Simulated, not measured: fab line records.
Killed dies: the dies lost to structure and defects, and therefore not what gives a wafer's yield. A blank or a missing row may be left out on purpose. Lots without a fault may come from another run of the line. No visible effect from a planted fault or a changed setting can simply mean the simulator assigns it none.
fab line records / flow rit_cmos
record: lots: 5 wafers: 23
route steps=202 shown CONTACT@175 M1@188
start_h: the number of hours between the record's first day and the start of the first shown wafer of the lot / wait_h: time in hours since the lot's previous step / " identical to the entry in the row above / L1.1+2: one row covering several wafers at once / - value missing, or start not given / * or withheld: withheld / < > ~ a bound
route shown NAME@n: names a module that has steps shown in the file, with the first one's number in the route / usual: the fault-free wafers' mean and standard deviation / same: alike in all rows / chamber/n: place in a boat / sites: readings site by site / _std_site: the values' standard deviation / _edge_site: the outer-site mean with the inner-site mean subtracted / radius_mm: how far each site lies from the wafer's centre / mask NAME#n: copy n / behind: the last tool/chamber to shape the wafer / hold: reason for holding the lot/hours on hold/outcome of the hold / device: which transistor (n, p or np) failed to switch / end of line: the route-end tests of the same wafers / where a step has no rows: the recipe by itself / killed: at the first sort, the dies lost to defects and structure; wafer yield is something else / map: a wafer's dies, x killed, . not, _ none there
set.NAME: the setting the step ran with; set.NAME@STEP: the setting that earlier step ran with / model.NAME: the simulator's own value behind a step, which no gauge read
lots whose settings were changed on purpose; a table a step, a row a wafer
== steps ==
step: RIT_CONTACT_DEVELOP_07
recipe: resist: NOVOLAK develop_time_s: 120 dev_temp_c: 23
lot.wafer=L074.1+2+3+4+6 tool=litho_track-01 chamber=0 start_h=- wait_h=- set.develop_time_s=120
lot.wafer=L076.1+4 tool=litho_track-01 chamber=0 start_h=- wait_h=- set.develop_time_s=137.8
lot.wafer=L076.3+5+6 tool=litho_track-01 chamber=0 start_h=- wait_h=- set.develop_time_s=120
lot.wafer=L077.1+6 tool=litho_track-01 chamber=0 start_h=- wait_h=- set.develop_time_s=112.1
lot.wafer=L077.2+3+4 tool=litho_track-01 chamber=0 start_h=- wait_h=- set.develop_time_s=120
lot.wafer=L080.3+5+6 tool=litho_track-04 chamber=0 start_h=- wait_h=- set.develop_time_s=120
lot.wafer=L082.1+4 tool=litho_track-04 chamber=0 start_h=- wait_h=- set.develop_time_s=130.9
lot.wafer=L082.3+5+6 tool=litho_track-04 chamber=0 start_h=- wait_h=- set.develop_time_s=120
step: RIT_CONTACT_CD_MEAS_08
recipe: target_cd_nm: 1000
usual: cd_nm: 997.8/2.2
lot.wafer=L074.1 tool=cd_sem-01 chamber=- start_h=56.78 wait_h=- set.develop_time_s@CONTACT_DEVELOP_07=120 cd_nm=1002.3
lot.wafer=L074.2 tool=cd_sem-01 chamber=- start_h=56.78 wait_h=- set.develop_time_s@CONTACT_DEVELOP_07=120 cd_nm=1001.6
lot.wafer=L074.3 tool=cd_sem-01 chamber=- start_h=56.78 wait_h=- set.develop_time_s@CONTACT_DEVELOP_07=120 cd_nm=1001.0
lot.wafer=L074.4 tool=cd_sem-01 chamber=- start_h=56.78 wait_h=- set.develop_time_s@CONTACT_DEVELOP_07=120 cd_nm=1000.0
lot.wafer=L074.6 tool=cd_sem-01 chamber=- start_h=56.78 wait_h=- set.develop_time_s@CONTACT_DEVELOP_07=120 cd_nm=1002.6
lot.wafer=L076.1 tool=cd_sem-01 chamber=- start_h=66.50 wait_h=- set.develop_time_s@CONTACT_DEVELOP_07=137.8 cd_nm=1011.9
lot.wafer=L076.3 tool=cd_sem-01 chamber=- start_h=66.50 wait_h=- set.develop_time_s@CONTACT_DEVELOP_07=120 cd_nm=998.4
lot.wafer=L076.4 tool=cd_sem-01 chamber=- start_h=66.50 wait_h=- set.develop_time_s@CONTACT_DEVELOP_07=137.8 cd_nm=1008.7
lot.wafer=L076.5 tool=cd_sem-01 chamber=- start_h=66.50 wait_h=- set.develop_time_s@CONTACT_DEVELOP_07=120 cd_nm=998.3
lot.wafer=L076.6 tool=cd_sem-01 chamber=- start_h=66.50 wait_h=- set.develop_time_s@CONTACT_DEVELOP_07=120 cd_nm=998.4
lot.wafer=L077.1 tool=cd_sem-02 chamber=- start_h=71.41 wait_h=- set.develop_time_s@CONTACT_DEVELOP_07=112.1 cd_nm=989.8
lot.wafer=L077.2 tool=cd_sem-02 chamber=- start_h=71.41 wait_h=- set.develop_time_s@CONTACT_DEVELOP_07=120 cd_nm=997.9
lot.wafer=L077.3 tool=cd_sem-02 chamber=- start_h=71.41 wait_h=- set.develop_time_s@CONTACT_DEVELOP_07=120 cd_nm=998.2
lot.wafer=L077.4 tool=cd_sem-02 chamber=- start_h=71.41 wait_h=- set.develop_time_s@CONTACT_DEVELOP_07=120 cd_nm=997.8
lot.wafer=L077.6 tool=cd_sem-02 chamber=- start_h=71.41 wait_h=- set.develop_time_s@CONTACT_DEVELOP_07=112.1 cd_nm=992.4
lot.wafer=L080.3 tool=cd_sem-02 chamber=- start_h=89.14 wait_h=- set.develop_time_s@CONTACT_DEVELOP_07=120 cd_nm=993.6
lot.wafer=L080.5 tool=cd_sem-02 chamber=- start_h=89.14 wait_h=- set.develop_time_s@CONTACT_DEVELOP_07=120 cd_nm=994.9
lot.wafer=L080.6 tool=cd_sem-02 chamber=- start_h=89.14 wait_h=- set.develop_time_s@CONTACT_DEVELOP_07=120 cd_nm=994.4
lot.wafer=L082.1 tool=cd_sem-02 chamber=- start_h=102.25 wait_h=- set.develop_time_s@CONTACT_DEVELOP_07=130.9 cd_nm=1003.9
lot.wafer=L082.3 tool=cd_sem-02 chamber=- start_h=102.25 wait_h=- set.develop_time_s@CONTACT_DEVELOP_07=120 cd_nm=995.2
lot.wafer=L082.4 tool=cd_sem-02 chamber=- start_h=102.25 wait_h=- set.develop_time_s@CONTACT_DEVELOP_07=130.9 cd_nm=1005.0
lot.wafer=L082.5 tool=cd_sem-02 chamber=- start_h=102.25 wait_h=- set.develop_time_s@CONTACT_DEVELOP_07=120 cd_nm=997.2
lot.wafer=L082.6 tool=cd_sem-02 chamber=- start_h=102.25 wait_h=- set.develop_time_s@CONTACT_DEVELOP_07=120 cd_nm=997.0
step: RIT_CONTACT_HARDBAKE_10
recipe: resist: NOVOLAK temp_c: 140 time_s: 60
step: RIT_CONTACT_ETCH_11
recipe: target_depth_a: 4800 over_etch_frac: 0.2 stop_on: TiSi2 chemistry: CHF3/CF4/Ar target: SiO2 CHF3_flow_sccm: 50 cf4_flow_sccm: 10 Ar_flow_sccm: 100 O2_flow_sccm: 5 pressure_mtorr: 100 rf_w: 200 time_s: 320
lot.wafer=L074.1+2 tool=rie_diel-03 chamber=0,2 start_h=57.08 wait_h=0.1 set.develop_time_s@CONTACT_DEVELOP_07=120 model.CONTACT.cd_nm=1002
lot.wafer=L074.3 tool=rie_diel-03 chamber=1 start_h=57.08 wait_h=0.1 set.develop_time_s@CONTACT_DEVELOP_07=120 model.CONTACT.cd_nm=1001
lot.wafer=L074.4 tool=rie_diel-03 chamber=3 start_h=57.08 wait_h=0.1 set.develop_time_s@CONTACT_DEVELOP_07=120 model.CONTACT.cd_nm=1000
lot.wafer=L074.6 tool=rie_diel-03 chamber=0 start_h=57.08 wait_h=0.1 set.develop_time_s@CONTACT_DEVELOP_07=120 model.CONTACT.cd_nm=1003
lot.wafer=L076.1 tool=rie_diel-03 chamber=2 start_h=66.81 wait_h=0.1 set.develop_time_s@CONTACT_DEVELOP_07=137.8 model.CONTACT.cd_nm=1012
lot.wafer=L076.3+6 tool=rie_diel-03 chamber=0 start_h=66.81 wait_h=0.1 set.develop_time_s@CONTACT_DEVELOP_07=120 model.CONTACT.cd_nm=998.7
lot.wafer=L076.4 tool=rie_diel-03 chamber=1 start_h=66.81 wait_h=0.1 set.develop_time_s@CONTACT_DEVELOP_07=137.8 model.CONTACT.cd_nm=1009
lot.wafer=L076.5 tool=rie_diel-03 chamber=1 start_h=66.81 wait_h=0.1 set.develop_time_s@CONTACT_DEVELOP_07=120 model.CONTACT.cd_nm=998.1
lot.wafer=L077.1 tool=rie_diel-02 chamber=0 start_h=71.72 wait_h=0.1 set.develop_time_s@CONTACT_DEVELOP_07=112.1 model.CONTACT.cd_nm=989.5
lot.wafer=L077.2+4 tool=rie_diel-02 chamber=3,2 start_h=71.72 wait_h=0.1 set.develop_time_s@CONTACT_DEVELOP_07=120 model.CONTACT.cd_nm=998.4
lot.wafer=L077.3 tool=rie_diel-02 chamber=1 start_h=71.72 wait_h=0.1 set.develop_time_s@CONTACT_DEVELOP_07=120 model.CONTACT.cd_nm=998.7
lot.wafer=L077.6 tool=rie_diel-02 chamber=1 start_h=71.72 wait_h=0.1 set.develop_time_s@CONTACT_DEVELOP_07=112.1 model.CONTACT.cd_nm=993.1
lot.wafer=L080.3 tool=rie_diel-01 chamber=0 start_h=89.41 wait_h=0.1 set.develop_time_s@CONTACT_DEVELOP_07=120 model.CONTACT.cd_nm=993.6
lot.wafer=L080.5 tool=rie_diel-01 chamber=1 start_h=89.41 wait_h=0.1 set.develop_time_s@CONTACT_DEVELOP_07=120 model.CONTACT.cd_nm=994.9
lot.wafer=L080.6 tool=rie_diel-01 chamber=2 start_h=89.41 wait_h=0.1 set.develop_time_s@CONTACT_DEVELOP_07=120 model.CONTACT.cd_nm=994.8
lot.wafer=L082.1 tool=rie_diel-03 chamber=1 start_h=102.56 wait_h=0.1 set.develop_time_s@CONTACT_DEVELOP_07=130.9 model.CONTACT.cd_nm=1004
lot.wafer=L082.3 tool=rie_diel-03 chamber=3 start_h=102.56 wait_h=0.1 set.develop_time_s@CONTACT_DEVELOP_07=120 model.CONTACT.cd_nm=995.4
lot.wafer=L082.4 tool=rie_diel-03 chamber=0 start_h=102.56 wait_h=0.1 set.develop_time_s@CONTACT_DEVELOP_07=130.9 model.CONTACT.cd_nm=1005
lot.wafer=L082.5 tool=rie_diel-03 chamber=1 start_h=102.56 wait_h=0.1 set.develop_time_s@CONTACT_DEVELOP_07=120 model.CONTACT.cd_nm=997.6
lot.wafer=L082.6 tool=rie_diel-03 chamber=2 start_h=102.56 wait_h=0.1 set.develop_time_s@CONTACT_DEVELOP_07=120 model.CONTACT.cd_nm=997.4
step: RIT_CONTACT_STRIP_12
recipe: chemistry: O2 time_s: 180 resist: NOVOLAK platen_temp_c: withheld power_w: 500 pressure_mtorr: 4000 o2_flow_sccm: 4000
step: RIT_CONTACT_CD_MEAS_90
recipe: target_cd_nm: 1000
usual: cd_nm: 998.0/2.1
lot.wafer=L074.1 tool=cd_sem-01 chamber=- start_h=57.45 wait_h=0.1 set.develop_time_s@CONTACT_DEVELOP_07=120 cd_nm=1002.2
lot.wafer=L074.2 tool=cd_sem-01 chamber=- start_h=57.45 wait_h=0.1 set.develop_time_s@CONTACT_DEVELOP_07=120 cd_nm=1001.7
lot.wafer=L074.3 tool=cd_sem-01 chamber=- start_h=57.45 wait_h=0.1 set.develop_time_s@CONTACT_DEVELOP_07=120 cd_nm=1001.1
lot.wafer=L074.4 tool=cd_sem-01 chamber=- start_h=57.45 wait_h=0.1 set.develop_time_s@CONTACT_DEVELOP_07=120 cd_nm=999.7
lot.wafer=L074.6 tool=cd_sem-01 chamber=- start_h=57.45 wait_h=0.1 set.develop_time_s@CONTACT_DEVELOP_07=120 cd_nm=1002.4
lot.wafer=L076.1 tool=cd_sem-01 chamber=- start_h=67.18 wait_h=0.1 set.develop_time_s@CONTACT_DEVELOP_07=137.8 cd_nm=1011.7
lot.wafer=L076.3 tool=cd_sem-01 chamber=- start_h=67.18 wait_h=0.1 set.develop_time_s@CONTACT_DEVELOP_07=120 cd_nm=998.7
lot.wafer=L076.4 tool=cd_sem-01 chamber=- start_h=67.18 wait_h=0.1 set.develop_time_s@CONTACT_DEVELOP_07=137.8 cd_nm=1008.3
lot.wafer=L076.5 tool=cd_sem-01 chamber=- start_h=67.18 wait_h=0.1 set.develop_time_s@CONTACT_DEVELOP_07=120 cd_nm=997.9
lot.wafer=L076.6 tool=cd_sem-01 chamber=- start_h=67.18 wait_h=0.1 set.develop_time_s@CONTACT_DEVELOP_07=120 cd_nm=998.7
lot.wafer=L077.1 tool=cd_sem-01 chamber=- start_h=72.09 wait_h=0.1 set.develop_time_s@CONTACT_DEVELOP_07=112.1 cd_nm=990.1
lot.wafer=L077.2 tool=cd_sem-01 chamber=- start_h=72.09 wait_h=0.1 set.develop_time_s@CONTACT_DEVELOP_07=120 cd_nm=998.3
lot.wafer=L077.3 tool=cd_sem-01 chamber=- start_h=72.09 wait_h=0.1 set.develop_time_s@CONTACT_DEVELOP_07=120 cd_nm=998.5
lot.wafer=L077.4 tool=cd_sem-01 chamber=- start_h=72.09 wait_h=0.1 set.develop_time_s@CONTACT_DEVELOP_07=120 cd_nm=998.7
lot.wafer=L077.6 tool=cd_sem-01 chamber=- start_h=72.09 wait_h=0.1 set.develop_time_s@CONTACT_DEVELOP_07=112.1 cd_nm=993.0
lot.wafer=L080.3 tool=cd_sem-02 chamber=- start_h=89.82 wait_h=0.1 set.develop_time_s@CONTACT_DEVELOP_07=120 cd_nm=993.6
lot.wafer=L080.5 tool=cd_sem-02 chamber=- start_h=89.82 wait_h=0.1 set.develop_time_s@CONTACT_DEVELOP_07=120 cd_nm=995.0
lot.wafer=L080.6 tool=cd_sem-02 chamber=- start_h=89.82 wait_h=0.1 set.develop_time_s@CONTACT_DEVELOP_07=120 cd_nm=994.6
lot.wafer=L082.1 tool=cd_sem-01 chamber=- start_h=102.93 wait_h=0.1 set.develop_time_s@CONTACT_DEVELOP_07=130.9 cd_nm=1004.0
lot.wafer=L082.3 tool=cd_sem-01 chamber=- start_h=102.93 wait_h=0.1 set.develop_time_s@CONTACT_DEVELOP_07=120 cd_nm=996.0
lot.wafer=L082.4 tool=cd_sem-01 chamber=- start_h=102.93 wait_h=0.1 set.develop_time_s@CONTACT_DEVELOP_07=130.9 cd_nm=1005.1
lot.wafer=L082.5 tool=cd_sem-01 chamber=- start_h=102.93 wait_h=0.1 set.develop_time_s@CONTACT_DEVELOP_07=120 cd_nm=997.5
lot.wafer=L082.6 tool=cd_sem-01 chamber=- start_h=102.93 wait_h=0.1 set.develop_time_s@CONTACT_DEVELOP_07=120 cd_nm=997.9
step: RIT_M1_COAT_04
recipe: resist: NOVOLAK spin_rpm: 2000 resist_thk_nm: 1300
lot.wafer=L074.1 tool=litho_track-04 chamber=0 start_h=58.55 wait_h=0.1 set.resist_thk_nm=1324 model.NOVOLAK_of_M1_COAT_04.thk_nm=1331
lot.wafer=L074.2 tool=litho_track-04 chamber=0 start_h=58.55 wait_h=0.1 set.resist_thk_nm=1300 model.NOVOLAK_of_M1_COAT_04.thk_nm=1306
lot.wafer=L074.3 tool=litho_track-04 chamber=0 start_h=58.55 wait_h=0.1 set.resist_thk_nm=1300 model.NOVOLAK_of_M1_COAT_04.thk_nm=1304
lot.wafer=L074.4 tool=litho_track-04 chamber=0 start_h=58.55 wait_h=0.1 set.resist_thk_nm=1300 model.NOVOLAK_of_M1_COAT_04.thk_nm=1309
lot.wafer=L074.6 tool=litho_track-04 chamber=0 start_h=58.55 wait_h=0.1 set.resist_thk_nm=1324 model.NOVOLAK_of_M1_COAT_04.thk_nm=1329
lot.wafer=L076.1+4 tool=litho_track-03 chamber=0 start_h=68.27 wait_h=0.1 set.resist_thk_nm=1300 model.NOVOLAK_of_M1_COAT_04.thk_nm=1301
lot.wafer=L076.3 tool=litho_track-03 chamber=0 start_h=68.27 wait_h=0.1 set.resist_thk_nm=1356 model.NOVOLAK_of_M1_COAT_04.thk_nm=1355
lot.wafer=L076.5 tool=litho_track-03 chamber=0 start_h=68.27 wait_h=0.1 set.resist_thk_nm=1356 model.NOVOLAK_of_M1_COAT_04.thk_nm=1352
lot.wafer=L076.6 tool=litho_track-03 chamber=0 start_h=68.27 wait_h=0.1 set.resist_thk_nm=1300 model.NOVOLAK_of_M1_COAT_04.thk_nm=1300
lot.wafer=L077.1+6 tool=litho_track-03 chamber=0 start_h=73.18 wait_h=0.1 set.resist_thk_nm=1300 model.NOVOLAK_of_M1_COAT_04.thk_nm=1299
lot.wafer=L077.2 tool=litho_track-03 chamber=0 start_h=73.18 wait_h=0.1 set.resist_thk_nm=1356 model.NOVOLAK_of_M1_COAT_04.thk_nm=1356
lot.wafer=L077.3 tool=litho_track-03 chamber=0 start_h=73.18 wait_h=0.1 set.resist_thk_nm=1300 model.NOVOLAK_of_M1_COAT_04.thk_nm=1303
lot.wafer=L077.4 tool=litho_track-03 chamber=0 start_h=73.18 wait_h=0.1 set.resist_thk_nm=1356 model.NOVOLAK_of_M1_COAT_04.thk_nm=1353
lot.wafer=L080.3 tool=litho_track-02 chamber=0 start_h=90.92 wait_h=0.1 set.resist_thk_nm=1300 model.NOVOLAK_of_M1_COAT_04.thk_nm=1305
lot.wafer=L080.5 tool=litho_track-02 chamber=0 start_h=90.92 wait_h=0.1 set.resist_thk_nm=1300 model.NOVOLAK_of_M1_COAT_04.thk_nm=1300
lot.wafer=L080.6 tool=litho_track-02 chamber=0 start_h=90.92 wait_h=0.1 set.resist_thk_nm=1300 model.NOVOLAK_of_M1_COAT_04.thk_nm=1307
lot.wafer=L082.1+4 tool=litho_track-04 chamber=0 start_h=104.02 wait_h=0.1 set.resist_thk_nm=1300 model.NOVOLAK_of_M1_COAT_04.thk_nm=1301
lot.wafer=L082.3 tool=litho_track-04 chamber=0 start_h=104.02 wait_h=0.1 set.resist_thk_nm=1300 model.NOVOLAK_of_M1_COAT_04.thk_nm=1307
lot.wafer=L082.5 tool=litho_track-04 chamber=0 start_h=104.02 wait_h=0.1 set.resist_thk_nm=1300 model.NOVOLAK_of_M1_COAT_04.thk_nm=1305
lot.wafer=L082.6 tool=litho_track-04 chamber=0 start_h=104.02 wait_h=0.1 set.resist_thk_nm=1300 model.NOVOLAK_of_M1_COAT_04.thk_nm=1302
== key ==
split: step: RIT_CONTACT_DEVELOP_07 setting: develop_time_s stated: 120 by: wafer
response: step: RIT_CONTACT_CD_MEAS_08 reading: cd_nm change: +0.851 per: 1% r: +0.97
response: step: RIT_CONTACT_ETCH_11 reading: model.CONTACT.cd_nm change: +0.838 per: 1% r: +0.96
response: step: RIT_CONTACT_CD_MEAS_90 reading: cd_nm change: +0.822 per: 1% r: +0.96
split: step: RIT_M1_COAT_04 setting: resist_thk_nm stated: 1300 by: wafer
response: step: RIT_M1_COAT_04 reading: model.NOVOLAK_of_M1_COAT_04.thk_nm change: +12.4 per: 1% r: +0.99
